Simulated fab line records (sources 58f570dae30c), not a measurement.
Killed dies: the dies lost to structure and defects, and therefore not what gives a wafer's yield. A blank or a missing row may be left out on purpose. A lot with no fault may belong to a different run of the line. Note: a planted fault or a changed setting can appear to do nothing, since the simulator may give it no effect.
Which of the tools did it? -- flow berkeleyCmos170 -- Sampling: 7 lots, 21 wafers, 3 of 331 route steps

== WHAT THE GAUGES READ, wafer by wafer ==
UCB170_NSD_TW_MEAS_10.
lot,measured,on,NSD_TW
L701,day 7 07:01,filmMetro-03,4206 4176 4159
L702,day 7 21:17,filmMetro-02,4202 4184 4204
L713,day 9 19:52,filmMetro-03,4135 4151 4152
L714,day 10 20:53,filmMetro-02,4179 4190 4170
L717,day 10 21:40,filmMetro-02,4180 4200 4201
L718,day 10 22:10,filmMetro-02,4174 4169 4180
L720,day 11 14:31,filmMetro-03,4156 4152 4152

== WHAT TOOL EACH LOT RAN ON (gives the tool, then ch and the chambers of the sampled wafers, and finally the start) ==
lot,UCB170_NSD_IMPLANT_08,UCB170_NSD_STRIP_09
L701,"implanter-04 ch 0, day 7 06:47","plasmaAsher-04 ch 0,1, day 7 06:55"
L702,"implanter-04 ch 0, day 7 21:03","plasmaAsher-04 ch 0,1, day 7 21:11"
L713,"implanter-04 ch 0, day 9 19:38","plasmaAsher-01 ch 0, day 9 19:46"
L714,"implanter-01 ch 0, day 10 20:38","plasmaAsher-02 ch 0,1, day 10 20:47"
L717,"implanter-04 ch 0, day 10 21:26","plasmaAsher-04 ch 0,1, day 10 21:34"
L718,"implanter-02 ch 0, day 10 21:55","plasmaAsher-04 ch 0,1, day 10 22:04"
L720,"implanter-04 ch 0, day 11 14:16","plasmaAsher-01 ch 0,1, day 11 14:24"
- UCB170_NSD_IMPLANT_08
- UCB170_NSD_STRIP_09: strips in O2.

== THE ANSWER, worked out from the rows above alone ==
Rule: usual is defined by the lots themselves. Put in order of their means at a reading, lots are off if they are a third of the lots or fewer, leave a main group of 4 or more, and stand apart from it by a gap of 3 or more times the standard deviation of the main group's means; of several such gaps the widest counts. The tables above print the reading to a certain number of digits; a main group whose means all agree to those digits is not used. Also off: a lot with no number at a reading for which 4 or more lots have one. The other lots that the step has rows for count as sound.
No lot is off on any of the readings shown, so nothing can be concluded from this.

== WHAT WAS PUT IN BY THE SIMULATOR ==
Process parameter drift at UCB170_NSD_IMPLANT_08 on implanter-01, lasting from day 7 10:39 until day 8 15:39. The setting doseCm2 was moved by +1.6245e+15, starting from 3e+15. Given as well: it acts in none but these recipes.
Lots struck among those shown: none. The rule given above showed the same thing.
